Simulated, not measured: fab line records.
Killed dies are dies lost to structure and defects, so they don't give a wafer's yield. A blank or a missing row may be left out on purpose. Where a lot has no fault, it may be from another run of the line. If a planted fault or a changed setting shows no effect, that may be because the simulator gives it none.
Which tool did it? | flow berkeley cmos170 | 33 wafers from 11 lots sampled at 2 of the route's 331 steps

WHAT EACH GAUGE READ, for each wafer
UCB170_NVT_TW_MEAS_09.
lot  | measured    | on            | NVT_TW
L397 | day 5 13:04 | film metro-02 | 520 516 521
L396 | day 5 13:25 | film metro-01 | 516 516 514
L398 | day 5 13:59 | film metro-04 | 527 529 530
L399 | day 6 04:30 | film metro-02 | 517 519 517
L400 | day 6 04:47 | film metro-01 | 515 515 518
L405 | day 7 08:17 | film metro-01 | 502 505 505
L407 | day 7 13:31 | film metro-01 | 505 503 504
L410 | day 8 07:16 | film metro-04 | 525 524 522
L412 | day 8 07:25 | film metro-01 | 513 518 514
L415 | day 9 00:59 | film metro-01 | 517 516 516
L419 | day 9 21:55 | film metro-02 | 517 516 517

EACH LOT AND THE TOOL THAT RAN IT (in order: tool; ch and the chambers of the sampled wafers; start)
lot  | UCB170_NVT_IMPLANT_07
L397 | implanter-04 ch 0, day 5 12:49
L396 | implanter-04 ch 0, day 5 13:11
L398 | implanter-03 ch 0, day 5 13:46
L399 | implanter-03 ch 0, day 6 04:15
L400 | implanter-04 ch 0, day 6 04:33
L405 | implanter-03 ch 0, day 7 08:03
L407 | implanter-03 ch 0, day 7 13:16
L410 | implanter-04 ch 0, day 8 07:02
L412 | implanter-04 ch 0, day 8 07:11
L415 | implanter-04 ch 0, day 9 00:35
L419 | implanter-04 ch 0, day 9 21:40
- UCB170_NVT_IMPLANT_07

THE ANSWER, worked out from the rows above alone
Rule: what is usual is taken from the lots themselves. The widest of any qualifying gaps counts: lots, ordered by their means at a reading, are off when they make up no more than a third of the lots, leave a main group of 4 or more, and stand apart from it by 3 or more times the standard deviation of that group's means. Not used: any main group whose means are identical at the precision the tables above print for the reading. A lot without any number at a reading at which 4 lots or more have one is off too. The other lots that the step has rows for count as sound.
No lot is off at any reading shown: from this, nothing can be told.

WHAT THE SIMULATOR HAD PUT IN
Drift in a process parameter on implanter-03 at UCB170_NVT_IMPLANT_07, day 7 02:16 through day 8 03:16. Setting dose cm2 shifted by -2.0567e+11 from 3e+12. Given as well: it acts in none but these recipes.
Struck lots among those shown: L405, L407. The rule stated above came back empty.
